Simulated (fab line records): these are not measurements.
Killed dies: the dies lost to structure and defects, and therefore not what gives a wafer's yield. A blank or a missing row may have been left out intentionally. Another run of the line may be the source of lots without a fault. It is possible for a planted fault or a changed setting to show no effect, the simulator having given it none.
Which tool did it? ; flow berkeley-cmos170 ; 39 wafers sampled from 13 lots at 1 step of a route of 331

WHAT THE GAUGES READ, wafer by wafer
UCB170_SDANNEAL_RS_MEAS_03: measurement is done with a four-point probe.
lot;measured;on;NSD_RS (ohm/sq)
L903;day 7 21:49;film-metro-04;37.55 37.42 37.46
L902;day 7 22:24;film-metro-04;37.46 37.31 37.36
L904;day 8 08:46;film-metro-01;37.19 37.18 37.20
L905;day 8 20:41;film-metro-04;37.35 37.34 37.35
L907;day 8 20:54;film-metro-01;37.21 37.30 37.23
L906;day 8 20:55;film-metro-03;37.26 37.23 37.28
L908;day 9 10:49;film-metro-03;37.25 37.25 37.18
L909;day 9 10:59;film-metro-04;37.34 37.41 37.31
L914;day 10 20:54;film-metro-03;37.25 37.27 37.30
L915;day 10 21:03;film-metro-01;37.17 37.28 37.15
L920;day 12 00:53;film-metro-04;37.43 37.34 37.36
L923;day 12 06:21;film-metro-04;37.32 37.43 37.37
L925;day 12 14:16;film-metro-03;37.32 37.32 37.27

EACH LOT AND THE TOOL THAT RAN IT (in order: tool; ch and the chambers of the sampled wafers; start)
The record holds no process step before these readings.

AS READ BY THE TOOLS THEMSELVES (means over the sampled wafers that have a number; for cases with no such wafer, the mark the record gives instead)
The record holds no such reading with a usual standard deviation.

THE ANSWER, worked out from the rows above alone
Rule: usual is defined by the lots themselves. Put in order of their means at a reading, lots are off if they are a third of the lots or fewer, leave a main group of 4 or more, and stand apart from it by a gap of 3 or more times the standard deviation of the main group's means; of several such gaps the widest counts. A main group whose means are all the same, to the digits that the tables above print for the reading, isn't used. Also off: a lot with no number at a reading for which 4 or more lots have one. Any other lot the step has rows for is counted as sound. After the gauges, taken in route order, come the tools' own readings; for these a lot's mean is taken, as printed above. At the first step where some lot is off, the reading lying furthest off is the one used; lots without a number count as furthest.
None of the lots is off at any reading shown; this tells nothing.

WHAT THE SIMULATOR PUT IN
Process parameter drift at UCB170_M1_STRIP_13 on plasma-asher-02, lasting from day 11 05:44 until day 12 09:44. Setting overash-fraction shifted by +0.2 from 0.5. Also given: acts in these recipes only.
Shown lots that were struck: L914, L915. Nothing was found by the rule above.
